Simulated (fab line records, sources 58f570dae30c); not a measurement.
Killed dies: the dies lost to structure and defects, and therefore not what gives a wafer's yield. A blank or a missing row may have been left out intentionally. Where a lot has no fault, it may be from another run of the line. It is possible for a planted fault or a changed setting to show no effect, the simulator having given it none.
The tool behind it: which one? :: flow berkeley cmos170 :: 15 lots with 45 wafers sampled at 6 steps, on a route of 331 steps

WHAT THE GAUGES SHOWED, per wafer
UCB170_V2_CD_MEAS_90: target cd 700 nm.
lot: L593
measured: day 7 07:16
on: cd sem-01
cd nm (nm): 701.2 700.4 701.9

lot: L595
measured: day 7 18:28
on: cd sem-02
cd nm (nm): 702.4 702.7 703.0

lot: L601
measured: day 8 14:16
on: cd sem-02
cd nm (nm): 700.1 697.9 700.5

lot: L602
measured: day 9 01:20
on: cd sem-02
cd nm (nm): - - -

lot: L603
measured: day 9 01:28
on: cd sem-02
cd nm (nm): - - -

lot: L604
measured: day 9 17:01
on: cd sem-01
cd nm (nm): - - -

lot: L605
measured: day 10 01:56
on: cd sem-01
cd nm (nm): 698.7 698.0 697.8

lot: L606
measured: day 10 02:32
on: cd sem-02
cd nm (nm): 700.5 699.8 698.4

lot: L607
measured: day 11 07:01
on: cd sem-02
cd nm (nm): 700.5 700.9 702.2

lot: L609
measured: day 11 12:01
on: cd sem-01
cd nm (nm): 698.7 700.7 702.2

lot: L608
measured: day 11 12:34
on: cd sem-01
cd nm (nm): 699.0 698.7 698.2

lot: L611
measured: day 11 16:30
on: cd sem-01
cd nm (nm): 700.3 699.2 698.8

lot: L612
measured: day 11 19:38
on: cd sem-01
cd nm (nm): 702.8 700.8 701.7

lot: L615
measured: day 12 09:40
on: cd sem-01
cd nm (nm): 697.9 697.8 699.6

lot: L614
measured: day 12 13:02
on: cd sem-01
cd nm (nm): 699.7 701.9 700.3

UCB170_M3_RS_MEAS_02: uses a four-point probe to measure.
lot: L593
measured: day 7 07:32
on: film metro-02
M3_AL_RS (ohm/sq): 0.03129 0.03133 0.0311

lot: L595
measured: day 7 18:44
on: film metro-04
M3_AL_RS (ohm/sq): 0.03068 0.0309 0.03058

lot: L601
measured: day 8 14:32
on: film metro-03
M3_AL_RS (ohm/sq): 0.03114 0.03101 0.03131

lot: L605
measured: day 10 02:13
on: film metro-04
M3_AL_RS (ohm/sq): 0.03109 0.03117 0.03071

lot: L606
measured: day 10 02:48
on: film metro-04
M3_AL_RS (ohm/sq): 0.03152 0.03137 0.0314

lot: L607
measured: day 11 07:17
on: film metro-03
M3_AL_RS (ohm/sq): 0.03079 0.03101 0.03083

lot: L609
measured: day 11 12:17
on: film metro-03
M3_AL_RS (ohm/sq): 0.03074 0.03095 0.0308

lot: L608
measured: day 11 12:50
on: film metro-04
M3_AL_RS (ohm/sq): 0.03114 0.0311 0.03132

lot: L611
measured: day 11 16:46
on: film metro-03
M3_AL_RS (ohm/sq): 0.03114 0.03125 0.03128

lot: L612
measured: day 11 19:55
on: film metro-03
M3_AL_RS (ohm/sq): 0.03115 0.03137 0.03099

lot: L615
measured: day 12 09:56
on: film metro-02
M3_AL_RS (ohm/sq): 0.03088 0.03064 0.03057

lot: L614
measured: day 12 13:19
on: film metro-04
M3_AL_RS (ohm/sq): 0.03124 0.03114 0.03129

TOOL THAT RAN EACH LOT (tool first, then ch and the chambers of the sampled wafers, then the start)
lot: L593
UCB170_V1_ETCH_14: rie diel-03 ch 0,2,3, day 7 01:02
UCB170_V1_STRIP_15: plasma asher-02 ch 0,1, day 7 01:13
UCB170_V2_ETCH_14: rie diel-02 ch 0,1, day 7 06:58
UCB170_V2_STRIP_15: plasma asher-02 ch 1, day 7 07:08

lot: L595
UCB170_V1_ETCH_14: rie diel-03 ch 0,2,3, day 7 12:04
UCB170_V1_STRIP_15: plasma asher-01 ch 0,1, day 7 12:11
UCB170_V2_ETCH_14: rie diel-01 ch 0,3, day 7 18:08
UCB170_V2_STRIP_15: plasma asher-01 ch 0,1, day 7 18:21

lot: L601
UCB170_V1_ETCH_14: rie diel-02 ch 0,3, day 8 08:01
UCB170_V1_STRIP_15: plasma asher-03 ch 0,1, day 8 08:12
UCB170_V2_ETCH_14: rie diel-04 ch 0,1,3, day 8 13:59
UCB170_V2_STRIP_15: plasma asher-02 ch 0,1, day 8 14:10

lot: L602
UCB170_V1_ETCH_14: rie diel-03 ch 1,2,3, day 8 19:17
UCB170_V1_STRIP_15: plasma asher-01 ch 0,1, day 8 19:28
UCB170_V2_ETCH_14: rie diel-04 ch 0,2, day 9 01:04
UCB170_V2_STRIP_15: plasma asher-02 ch 0,1, day 9 01:14

lot: L603
UCB170_V1_ETCH_14: rie diel-04 ch 0,1,2, day 8 19:37
UCB170_V1_STRIP_15: plasma asher-02 ch 0,1, day 8 19:48
UCB170_V2_ETCH_14: rie diel-01 ch 1,2, day 9 01:11
UCB170_V2_STRIP_15: plasma asher-04 ch 0,1, day 9 01:22

lot: L604
UCB170_V1_ETCH_14: rie diel-02 ch 0,2,3, day 9 10:41
UCB170_V1_STRIP_15: plasma asher-03 ch 0,1, day 9 10:52
UCB170_V2_ETCH_14: rie diel-02 ch 0,1,3, day 9 16:44
UCB170_V2_STRIP_15: plasma asher-02 ch 0,1, day 9 16:55

lot: L605
UCB170_V1_ETCH_14: rie diel-03 ch 2,3, day 9 17:14
UCB170_V1_STRIP_15: plasma asher-01 ch 0,1, day 9 17:24
UCB170_V2_ETCH_14: rie diel-04 ch 0,1, day 10 01:38
UCB170_V2_STRIP_15: plasma asher-01 ch 0,1, day 10 01:49

lot: L606
UCB170_V1_ETCH_14: rie diel-02 ch 0,2,3, day 9 17:18
UCB170_V1_STRIP_15: plasma asher-02 ch 0,1, day 9 17:31
UCB170_V2_ETCH_14: rie diel-01 ch 1,2,3, day 10 02:13
UCB170_V2_STRIP_15: plasma asher-04 ch 0,1, day 10 02:26

lot: L607
UCB170_V1_ETCH_14: rie diel-02 ch 0,1,3, day 10 20:19
UCB170_V1_STRIP_15: plasma asher-03 ch 0,1, day 10 20:30
UCB170_V2_ETCH_14: rie diel-01 ch 1,2,3, day 11 06:44
UCB170_V2_STRIP_15: plasma asher-01 ch 0,1, day 11 06:55

lot: L609
UCB170_V1_ETCH_14: rie diel-04 ch 1,2, day 11 02:53
UCB170_V1_STRIP_15: plasma asher-02 ch 0,1, day 11 03:06
UCB170_V2_ETCH_14: rie diel-02 ch 0,2, day 11 11:41
UCB170_V2_STRIP_15: plasma asher-01 ch 0,1, day 11 11:55

lot: L608
UCB170_V1_ETCH_14: rie diel-02 ch 0,1,3, day 11 03:06
UCB170_V1_STRIP_15: plasma asher-03 ch 0,1, day 11 03:17
UCB170_V2_ETCH_14: rie diel-02 ch 1,2,3, day 11 12:17
UCB170_V2_STRIP_15: plasma asher-04 ch 0,1, day 11 12:28

lot: L611
UCB170_V1_ETCH_14: rie diel-04 ch 1,3, day 11 09:52
UCB170_V1_STRIP_15: plasma asher-02 ch 1, day 11 10:02
UCB170_V2_ETCH_14: rie diel-01 ch 1,2, day 11 16:14
UCB170_V2_STRIP_15: plasma asher-04 ch 0,1, day 11 16:24

lot: L612
UCB170_V1_ETCH_14: rie diel-04 ch 0,3, day 11 13:26
UCB170_V1_STRIP_15: plasma asher-01 ch 0,1, day 11 13:37
UCB170_V2_ETCH_14: rie diel-01 ch 0,2,3, day 11 19:22
UCB170_V2_STRIP_15: plasma asher-04 ch 0,1, day 11 19:32

lot: L615
UCB170_V1_ETCH_14: rie diel-03 ch 1,2,3, day 12 03:51
UCB170_V1_STRIP_15: plasma asher-02 ch 0,1, day 12 04:02
UCB170_V2_ETCH_14: rie diel-01 ch 0,1,2, day 12 09:23
UCB170_V2_STRIP_15: plasma asher-02 ch 0,1, day 12 09:34

lot: L614
UCB170_V1_ETCH_14: rie diel-04 ch 0,3, day 12 04:07
UCB170_V1_STRIP_15: plasma asher-03 ch 0,1, day 12 04:17
UCB170_V2_ETCH_14: rie diel-02 ch 0,1,2, day 12 12:44
UCB170_V2_STRIP_15: plasma asher-04 ch 0,1, day 12 12:55
- UCB170_V1_ETCH_14: etches SiO2 in CHF3/CF4/Ar, stops on Al, target depth 1250 nm, time 291 s.
- UCB170_V1_STRIP_15: strips in O2.
- UCB170_V2_ETCH_14: etches SiO2 in CHF3/CF4/Ar, stops on Al, target depth 1250 nm, time 291 s.
- UCB170_V2_STRIP_15: strips in O2.

AS READ BY THE TOOLS THEMSELVES (means over the sampled wafers that have a number; for cases with no such wafer, the mark the record gives instead)
UCB170_V1_ETCH_14.
lot: L593
tool: rie diel-03
CHF3_flow_sccm (sccm): 45.07
cf4 flow sccm (sccm): 15.01
drypump motor current A (A): 5.5
oes product au (a.u.): 0.881
throttle valve pct (%): 6.99

lot: L595
tool: rie diel-03
CHF3_flow_sccm (sccm): 45.09
cf4 flow sccm (sccm): 14.98
drypump motor current A (A): 5.5
oes product au (a.u.): 0.878
throttle valve pct (%): 7.00

lot: L601
tool: rie diel-02
CHF3_flow_sccm (sccm): 45.04
cf4 flow sccm (sccm): 15.00
drypump motor current A (A): 5.6
oes product au (a.u.): 0.846
throttle valve pct (%): 6.98

lot: L602
tool: rie diel-03
CHF3_flow_sccm (sccm): 45.01
cf4 flow sccm (sccm): 14.99
drypump motor current A (A): 5.7
oes product au (a.u.): 0.873
throttle valve pct (%): 6.95

lot: L603
tool: rie diel-04
CHF3_flow_sccm (sccm): 45.08
cf4 flow sccm (sccm): 14.99
drypump motor current A (A): 6.0
oes product au (a.u.): 0.862
throttle valve pct (%): 6.92

lot: L604
tool: rie diel-02
CHF3_flow_sccm (sccm): 44.97
cf4 flow sccm (sccm): 15.01
drypump motor current A (A): 5.2
oes product au (a.u.): 0.858
throttle valve pct (%): 6.93

lot: L605
tool: rie diel-03
CHF3_flow_sccm (sccm): 44.87
cf4 flow sccm (sccm): 15.01
drypump motor current A (A): 5.3
oes product au (a.u.): 0.880
throttle valve pct (%): 7.01

lot: L606
tool: rie diel-02
CHF3_flow_sccm (sccm): 44.88
cf4 flow sccm (sccm): 15.01
drypump motor current A (A): 5.2
oes product au (a.u.): 0.854
throttle valve pct (%): 6.93

lot: L607
tool: rie diel-02
CHF3_flow_sccm (sccm): 44.96
cf4 flow sccm (sccm): 14.98
drypump motor current A (A): 5.5
oes product au (a.u.): 0.854
throttle valve pct (%): 6.95

lot: L609
tool: rie diel-04
CHF3_flow_sccm (sccm): 45.05
cf4 flow sccm (sccm): 15.03
drypump motor current A (A): 5.5
oes product au (a.u.): 0.862
throttle valve pct (%): 6.95

lot: L608
tool: rie diel-02
CHF3_flow_sccm (sccm): 45.03
cf4 flow sccm (sccm): 15.03
drypump motor current A (A): 5.5
oes product au (a.u.): 0.860
throttle valve pct (%): 6.95

lot: L611
tool: rie diel-04
CHF3_flow_sccm (sccm): 45.03
cf4 flow sccm (sccm): 14.94
drypump motor current A (A): 5.7
oes product au (a.u.): 0.860
throttle valve pct (%): 6.95

lot: L612
tool: rie diel-04
CHF3_flow_sccm (sccm): 44.95
cf4 flow sccm (sccm): 14.97
drypump motor current A (A): 6.7
oes product au (a.u.): 0.857
throttle valve pct (%): 6.89

lot: L615
tool: rie diel-03
CHF3_flow_sccm (sccm): 44.96
cf4 flow sccm (sccm): 15.04
drypump motor current A (A): 5.6
oes product au (a.u.): 0.869
throttle valve pct (%): 6.94

lot: L614
tool: rie diel-04
CHF3_flow_sccm (sccm): 44.75
cf4 flow sccm (sccm): 15.02
drypump motor current A (A): 6.6
oes product au (a.u.): 0.861
throttle valve pct (%): 6.91

UCB170_V1_STRIP_15.
lot: L593
tool: plasma asher-02
drypump motor current A (A): 5.8
o2 flow sccm (sccm): 399.8
oes product au (a.u.): 0.723
strip time to endpoint s (s): 15.39

lot: L595
tool: plasma asher-01
drypump motor current A (A): 6.2
o2 flow sccm (sccm): 399.8
oes product au (a.u.): 0.718
strip time to endpoint s (s): 15.36

lot: L601
tool: plasma asher-03
drypump motor current A (A): 5.9
o2 flow sccm (sccm): 399.0
oes product au (a.u.): 0.721
strip time to endpoint s (s): 15.45

lot: L602
tool: plasma asher-01
drypump motor current A (A): 5.9
o2 flow sccm (sccm): 400.4
oes product au (a.u.): 0.722
strip time to endpoint s (s): 15.48

lot: L603
tool: plasma asher-02
drypump motor current A (A): 5.8
o2 flow sccm (sccm): 400.2
oes product au (a.u.): 0.720
strip time to endpoint s (s): 15.43

lot: L604
tool: plasma asher-03
drypump motor current A (A): 5.8
o2 flow sccm (sccm): 399.2
oes product au (a.u.): 0.719
strip time to endpoint s (s): 15.55

lot: L605
tool: plasma asher-01
drypump motor current A (A): 6.2
o2 flow sccm (sccm): 401.1
oes product au (a.u.): 0.723
strip time to endpoint s (s): 15.32

lot: L606
tool: plasma asher-02
drypump motor current A (A): 5.6
o2 flow sccm (sccm): 399.9
oes product au (a.u.): 0.723
strip time to endpoint s (s): 15.51

lot: L607
tool: plasma asher-03
drypump motor current A (A): 5.8
o2 flow sccm (sccm): 399.4
oes product au (a.u.): 0.722
strip time to endpoint s (s): 15.30

lot: L609
tool: plasma asher-02
drypump motor current A (A): 5.8
o2 flow sccm (sccm): 400.9
oes product au (a.u.): 0.721
strip time to endpoint s (s): 15.38

lot: L608
tool: plasma asher-03
drypump motor current A (A): 5.9
o2 flow sccm (sccm): 398.7
oes product au (a.u.): 0.720
strip time to endpoint s (s): 15.38

lot: L611
tool: plasma asher-02
drypump motor current A (A): 5.9
o2 flow sccm (sccm): 399.5
oes product au (a.u.): 0.716
strip time to endpoint s (s): 15.33

lot: L612
tool: plasma asher-01
drypump motor current A (A): 5.9
o2 flow sccm (sccm): 399.4
oes product au (a.u.): 0.717
strip time to endpoint s (s): 15.51

lot: L615
tool: plasma asher-02
drypump motor current A (A): 5.7
o2 flow sccm (sccm): 399.3
oes product au (a.u.): 0.725
strip time to endpoint s (s): 15.41

lot: L614
tool: plasma asher-03
drypump motor current A (A): 5.8
o2 flow sccm (sccm): 400.0
oes product au (a.u.): 0.724
strip time to endpoint s (s): 15.51

UCB170_V2_ETCH_14.
lot: L593
tool: rie diel-02
CHF3_flow_sccm (sccm): 44.98
cf4 flow sccm (sccm): 14.96
drypump motor current A (A): 5.1
oes product au (a.u.): 0.855
throttle valve pct (%): 6.94

lot: L595
tool: rie diel-01
CHF3_flow_sccm (sccm): 45.11
cf4 flow sccm (sccm): 15.03
drypump motor current A (A): 6.1
oes product au (a.u.): 0.877
throttle valve pct (%): 6.92

lot: L601
tool: rie diel-04
CHF3_flow_sccm (sccm): 44.95
cf4 flow sccm (sccm): 15.00
drypump motor current A (A): 6.1
oes product au (a.u.): 0.857
throttle valve pct (%): 6.93

lot: L602
tool: rie diel-04
CHF3_flow_sccm (sccm): -
cf4 flow sccm (sccm): -
drypump motor current A (A): -
oes product au (a.u.): -
throttle valve pct (%): -

lot: L603
tool: rie diel-01
CHF3_flow_sccm (sccm): -
cf4 flow sccm (sccm): -
drypump motor current A (A): -
oes product au (a.u.): -
throttle valve pct (%): -

lot: L604
tool: rie diel-02
CHF3_flow_sccm (sccm): -
cf4 flow sccm (sccm): -
drypump motor current A (A): -
oes product au (a.u.): -
throttle valve pct (%): -

lot: L605
tool: rie diel-04
CHF3_flow_sccm (sccm): 45.02
cf4 flow sccm (sccm): 15.00
drypump motor current A (A): 5.9
oes product au (a.u.): 0.863
throttle valve pct (%): 6.89

lot: L606
tool: rie diel-01
CHF3_flow_sccm (sccm): 45.00
cf4 flow sccm (sccm): 14.97
drypump motor current A (A): 5.5
oes product au (a.u.): 0.874
throttle valve pct (%): 6.93

lot: L607
tool: rie diel-01
CHF3_flow_sccm (sccm): 45.09
cf4 flow sccm (sccm): 15.04
drypump motor current A (A): 5.5
oes product au (a.u.): 0.872
throttle valve pct (%): 6.93

lot: L609
tool: rie diel-02
CHF3_flow_sccm (sccm): 45.01
cf4 flow sccm (sccm): 15.00
drypump motor current A (A): 4.9
oes product au (a.u.): 0.867
throttle valve pct (%): 6.87

lot: L608
tool: rie diel-02
CHF3_flow_sccm (sccm): 45.09
cf4 flow sccm (sccm): 14.97
drypump motor current A (A): 5.6
oes product au (a.u.): 0.870
throttle valve pct (%): 6.90

lot: L611
tool: rie diel-01
CHF3_flow_sccm (sccm): 45.00
cf4 flow sccm (sccm): 15.01
drypump motor current A (A): 5.6
oes product au (a.u.): 0.860
throttle valve pct (%): 6.98

lot: L612
tool: rie diel-01
CHF3_flow_sccm (sccm): 44.98
cf4 flow sccm (sccm): 15.02
drypump motor current A (A): 5.8
oes product au (a.u.): 0.874
throttle valve pct (%): 6.96

lot: L615
tool: rie diel-01
CHF3_flow_sccm (sccm): 44.95
cf4 flow sccm (sccm): 15.00
drypump motor current A (A): 5.8
oes product au (a.u.): 0.873
throttle valve pct (%): 6.95

lot: L614
tool: rie diel-02
CHF3_flow_sccm (sccm): 45.01
cf4 flow sccm (sccm): 15.01
drypump motor current A (A): 5.2
oes product au (a.u.): 0.863
throttle valve pct (%): 6.90

UCB170_V2_STRIP_15.
lot: L593
tool: plasma asher-02
drypump motor current A (A): 5.9
o2 flow sccm (sccm): 399.0
oes product au (a.u.): 0.727
strip time to endpoint s (s): 15.37

lot: L595
tool: plasma asher-01
drypump motor current A (A): 5.9
o2 flow sccm (sccm): 399.8
oes product au (a.u.): 0.722
strip time to endpoint s (s): 15.38

lot: L601
tool: plasma asher-02
drypump motor current A (A): 5.8
o2 flow sccm (sccm): 401.6
oes product au (a.u.): 0.720
strip time to endpoint s (s): 15.25

lot: L602
tool: plasma asher-02
drypump motor current A (A): 5.8
o2 flow sccm (sccm): 399.6
oes product au (a.u.): 0.734
strip time to endpoint s (s): 21.71

lot: L603
tool: plasma asher-04
drypump motor current A (A): 5.2
o2 flow sccm (sccm): 400.2
oes product au (a.u.): 0.731
strip time to endpoint s (s): 21.53

lot: L604
tool: plasma asher-02
drypump motor current A (A): 5.8
o2 flow sccm (sccm): 399.1
oes product au (a.u.): 0.731
strip time to endpoint s (s): 21.67

lot: L605
tool: plasma asher-01
drypump motor current A (A): 6.2
o2 flow sccm (sccm): 400.7
oes product au (a.u.): 0.724
strip time to endpoint s (s): 15.30

lot: L606
tool: plasma asher-04
drypump motor current A (A): 5.5
o2 flow sccm (sccm): 400.0
oes product au (a.u.): 0.719
strip time to endpoint s (s): 15.45

lot: L607
tool: plasma asher-01
drypump motor current A (A): 6.2
o2 flow sccm (sccm): 398.8
oes product au (a.u.): 0.725
strip time to endpoint s (s): 15.39

lot: L609
tool: plasma asher-01
drypump motor current A (A): 6.2
o2 flow sccm (sccm): 400.3
oes product au (a.u.): 0.719
strip time to endpoint s (s): 15.34

lot: L608
tool: plasma asher-04
drypump motor current A (A): 5.2
o2 flow sccm (sccm): 399.9
oes product au (a.u.): 0.726
strip time to endpoint s (s): 15.13

lot: L611
tool: plasma asher-04
drypump motor current A (A): 5.5
o2 flow sccm (sccm): 399.0
oes product au (a.u.): 0.727
strip time to endpoint s (s): 15.52

lot: L612
tool: plasma asher-04
drypump motor current A (A): 5.2
o2 flow sccm (sccm): 399.3
oes product au (a.u.): 0.723
strip time to endpoint s (s): 15.44

lot: L615
tool: plasma asher-02
drypump motor current A (A): 5.8
o2 flow sccm (sccm): 399.6
oes product au (a.u.): 0.719
strip time to endpoint s (s): 15.37

lot: L614
tool: plasma asher-04
drypump motor current A (A): 5.2
o2 flow sccm (sccm): 399.0
oes product au (a.u.): 0.722
strip time to endpoint s (s): 15.31

THE ANSWER, worked out from the rows above alone
Rule: what is usual is taken from the lots themselves. Put in order of their means at a reading, lots are off if they are a third of the lots or fewer, leave a main group of 4 or more, and stand apart from it by a gap of 3 or more times the standard deviation of the main group's means; of several such gaps the widest counts. A main group whose means are all the same, to the digits that the tables above print for the reading, isn't used. A lot without any number at a reading at which 4 lots or more have one is off too. All remaining lots with rows at the step are treated as sound. The gauges are gone through in route order, then the tools' own readings, and for those a lot's mean is taken as printed above. At the first step where some lot is off, the reading lying furthest off is the one used; lots without a number count as furthest.
Off, at UCB170_V2_CD_MEAS_90 on cd nm: L602, L603, L604. Without a number there: L602, L603, L604. Main group: mean 700.1 nm, sd 1.4.
A tool fits if, at a process step before that reading, it ran every lot that is off, and no sound lot after the first of them. Not tried: the gauges at UCB170_V2_CD_MEAS_90; whatever is off there is also off at UCB170_V2_ETCH_14, on other tools, and gauge error can't account for it. Not one of the candidates tried fits.

WHAT THE SIMULATOR HAD PUT IN
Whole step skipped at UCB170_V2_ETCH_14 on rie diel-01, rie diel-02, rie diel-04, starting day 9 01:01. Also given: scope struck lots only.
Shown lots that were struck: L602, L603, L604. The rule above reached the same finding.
